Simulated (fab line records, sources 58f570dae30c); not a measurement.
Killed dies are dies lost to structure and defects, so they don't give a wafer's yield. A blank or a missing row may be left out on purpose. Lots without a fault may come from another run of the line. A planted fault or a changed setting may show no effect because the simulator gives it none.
One fault seen from 2 desks | flow berkeley_cmos170 | each desk has only its own numbers; what lay behind them comes last

THE TOOL OWNER'S DESK: pvd_sputter-01
The tool's own readings at UCB170_M3_SPUTTER_01 (material Al, target thk 900 nm, time 120 s): means of the sampled wafers that have a number, for each lot that ran on this tool. A lot is out of limits, marked OUT, if its mean lies more than 4 standard deviations from the usual mean; the brackets give that distance.
Columns: A = throttle_valve_pct at UCB170_M3_SPUTTER_01, usual 30.2 %
lot  | first seen here | A
L881 | day 9 03:47     | 30.5
L883 | day 9 21:37     | 30.2
L889 | day 11 06:34    | 30.2
L897 | day 13 04:07    | 30.1
L900 | day 13 18:58    | 30.1
This desk's finding: nothing out of limits on any of the 5 lots.

THE METROLOGY DESK
What the gauges read, lot by lot, whatever tool the lot ran on: means of the sampled wafers that have a number. A lot is out of limits, marked OUT, if its mean lies more than 4 standard deviations from the usual mean; the brackets give that distance.
Columns: A = M3_AL_RS at UCB170_M3_RS_MEAS_02, usual 0.0323 ohm/sq; B = M3_AL_THK at UCB170_M3_THK_MEAS_03, usual 899 nm
lot  | first seen here | A                | B
L879 | day 8 13:25     | 0.0322           | 899
L881 | day 9 03:52     | 0.0326           | 886
L884 | day 9 19:04     | 0.0323           | 903
L885 | day 9 21:25     | 0.0324           | 904
L883 | day 9 21:43     | 0.0328           | 892
L887 | day 10 07:16    | 0.0320           | 905
L888 | day 10 20:56    | 0.0322           | 896
L890 | day 11 04:52    | 0.0320           | 900
L889 | day 11 06:38    | 0.0318           | 909
L892 | day 11 19:21    | 0.0324           | 894
L891 | day 11 21:28    | 0.0321           | 909
L897 | day 13 04:14    | 0.0272 (-16) OUT | 1163 (+28) OUT
L900 | day 13 19:05    | 0.0225 (-32) OUT | 1410 (+54) OUT
L901 | day 14 10:38    | 0.0320           | 907
This desk's finding: out of limits on L897, L900; first on L897, day 13 04:14 (M3_AL_RS at UCB170_M3_RS_MEAS_02). In limits: L879, L881, L884, L885, L883, L887, L888, L890, L889, L892, L891, L901.

PUT TOGETHER
The metrology desk could have raised an alarm at day 13 04:14, on L897, L900.
The tool owner's desk saw nothing out of limits.
The tool owner's desk has L897, L900 on record, within its limits.
Of the lots named, all ran UCB170_M3_SPUTTER_01 on pvd_sputter-01.

WHAT THE SIMULATOR HAD PUT IN
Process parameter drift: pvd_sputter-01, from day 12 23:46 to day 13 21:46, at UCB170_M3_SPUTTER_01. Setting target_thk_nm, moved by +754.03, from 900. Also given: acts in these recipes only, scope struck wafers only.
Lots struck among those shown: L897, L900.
Hours from the fault's start to each desk's first reading out of limits: the metrology desk, 4.
